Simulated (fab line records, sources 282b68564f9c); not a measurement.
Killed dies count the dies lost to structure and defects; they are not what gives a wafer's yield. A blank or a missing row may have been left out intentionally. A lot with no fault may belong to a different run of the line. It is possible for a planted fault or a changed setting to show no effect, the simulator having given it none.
Which tool did it?    flow rit cmos    Sampling: 14 lots, 42 wafers, 3 of 202 route steps

## WHAT EACH GAUGE READ, for each wafer
RIT_NSD_TW_MEAS_10.
lot   measured     on             NSD_TW
L949  day 3 02:12  film metro-01  3101 3102 3105
L950  day 3 09:07  film metro-02  3116 3110 3105
L951  day 3 15:03  film metro-04  3089 3099 3092
L952  day 3 17:25  film metro-02  3130 3112 3120
L953  day 3 22:02  film metro-01  3130 3116 3136
L954  day 4 05:00  film metro-04  3088 3090 3093
L955  day 4 08:54  film metro-01  3105 3092 3112
L956  day 4 19:19  film metro-04  3101 3109 3091
L961  day 6 08:17  film metro-02  3137 3139 3141
L962  day 6 16:04  film metro-02  3122 3118 3141
L964  day 6 18:44  film metro-01  3115 3104 3103
L963  day 6 19:22  film metro-04  3096 3078 3068
L968  day 7 18:04  film metro-01  2863 2849 2839
L970  day 7 20:23  film metro-04  2861 2858 2833

RIT_SDANNEAL_RS_MEAS_05: uses a four-point probe to measure.
lot   measured     on             NSD_RS (ohm/sq)
L949  day 3 04:32  film metro-01  85.11 84.91 84.77
L950  day 3 11:31  film metro-02  84.75 84.50 84.69
L951  day 3 17:09  film metro-01  84.90 85.05 85.07
L952  day 3 19:30  film metro-04  84.21 84.11 84.25
L953  day 4 00:08  film metro-04  84.44 84.23 84.24
L954  day 4 07:03  film metro-04  84.56 84.61 84.47
L955  day 4 10:56  film metro-02  84.67 84.65 84.71
L956  day 4 21:29  film metro-01  84.64 84.54 84.58
L961  day 6 10:40  film metro-01  84.65 84.64 84.55
L962  day 6 19:10  film metro-01  84.91 84.74 84.58
L964  day 6 21:16  film metro-01  84.41 84.35 84.39
L963  day 6 22:19  film metro-02  84.82 84.48 84.90
L968  day 7 20:34  film metro-02  113.24 113.53 113.33
L970  day 7 22:26  film metro-04  112.54 112.68 112.58

## TOOL THAT RAN EACH LOT (tool first, then ch and the chambers of the sampled wafers, then the start)
lot   RIT_NSD_IMPLANT_08
L949  implanter-03 ch 0, day 3 01:53
L950  implanter-01 ch 0, day 3 08:47
L951  implanter-01 ch 0, day 3 14:44
L952  implanter-03 ch 0, day 3 17:08
L953  implanter-01 ch 0, day 3 21:43
L954  implanter-04 ch 0, day 4 04:43
L955  implanter-01 ch 0, day 4 08:36
L956  implanter-01 ch 0, day 4 18:59
L961  implanter-03 ch 0, day 6 07:57
L962  implanter-01 ch 0, day 6 15:47
L964  implanter-04 ch 0, day 6 18:24
L963  implanter-01 ch 0, day 6 19:04
L968  implanter-01 ch 0, day 7 17:47
L970  implanter-01 ch 0, day 7 20:04
- RIT_NSD_IMPLANT_08

## AS READ BY THE TOOLS THEMSELVES (means over the sampled wafers that have a number; for cases with no such wafer, the mark the record gives instead)
RIT_NSD_IMPLANT_08.
lot   tool          dose ions cm2  faraday current uA
L949  implanter-03  1e+15          3172
L950  implanter-01  1e+15          3144
L951  implanter-01  1e+15          3141
L952  implanter-03  1e+15          3104
L953  implanter-01  1e+15          3177
L954  implanter-04  1e+15          3167
L955  implanter-01  1e+15          3200
L956  implanter-01  1e+15          3082
L961  implanter-03  1e+15          3147
L962  implanter-01  1e+15          3165
L964  implanter-04  1e+15          3219
L963  implanter-01  1e+15          3135
L968  implanter-01  7e+14          2210
L970  implanter-01  7e+14          2213

## THE ANSWER, worked out from the rows above alone
Rule: the usual values come from the lots themselves. Put in order of their means at a reading, lots are off if they are a third of the lots or fewer, leave a main group of 4 or more, and stand apart from it by a gap of 3 or more times the standard deviation of the main group's means; of several such gaps the widest counts. Not used: any main group whose means are identical at the precision the tables above print for the reading. Also off: a lot with no number at a reading for which 4 or more lots have one. The other lots that the step has rows for count as sound. After the gauges, taken in route order, come the tools' own readings; for these a lot's mean is taken, as printed above. The first step at which some lot is off is used, and at that step the reading that is off furthest; a lot without a number counts as furthest.
Off: at RIT_NSD_TW_MEAS_10 (NSD_TW), L968, L970. Mean 3108 and standard deviation 16 in the main group.
If a tool, at a process step before that reading, ran all the lots that are off and no sound lot after the first of them, it fits. Not tried: the gauges at RIT_NSD_TW_MEAS_10; whatever is off there is also off at RIT_NSD_IMPLANT_08, on other tools, and gauge error can't account for it. One candidate fits, namely implanter-01 at RIT_NSD_IMPLANT_08. A fault onset in the window from L963 (day 6 19:04, its last sound lot) to L968 (day 7 17:47, its first lot off) fits.
The tool's own readings at RIT_NSD_IMPLANT_08 bear it out: on the lots that are off they differ by more than 5 times the standard deviation of the sound lots' means. dose ions cm2 reads 7e+14 there against 1e+15 on the sound lots; faraday current uA reads 2212 there against 3154 on the sound lots.

## WHAT HAD BEEN PUT IN BY THE SIMULATOR
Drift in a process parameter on implanter-01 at RIT_NSD_IMPLANT_08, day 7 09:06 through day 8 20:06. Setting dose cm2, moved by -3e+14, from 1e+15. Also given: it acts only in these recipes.
Struck lots among those shown: L968, L970. This agrees with what the rule above found.
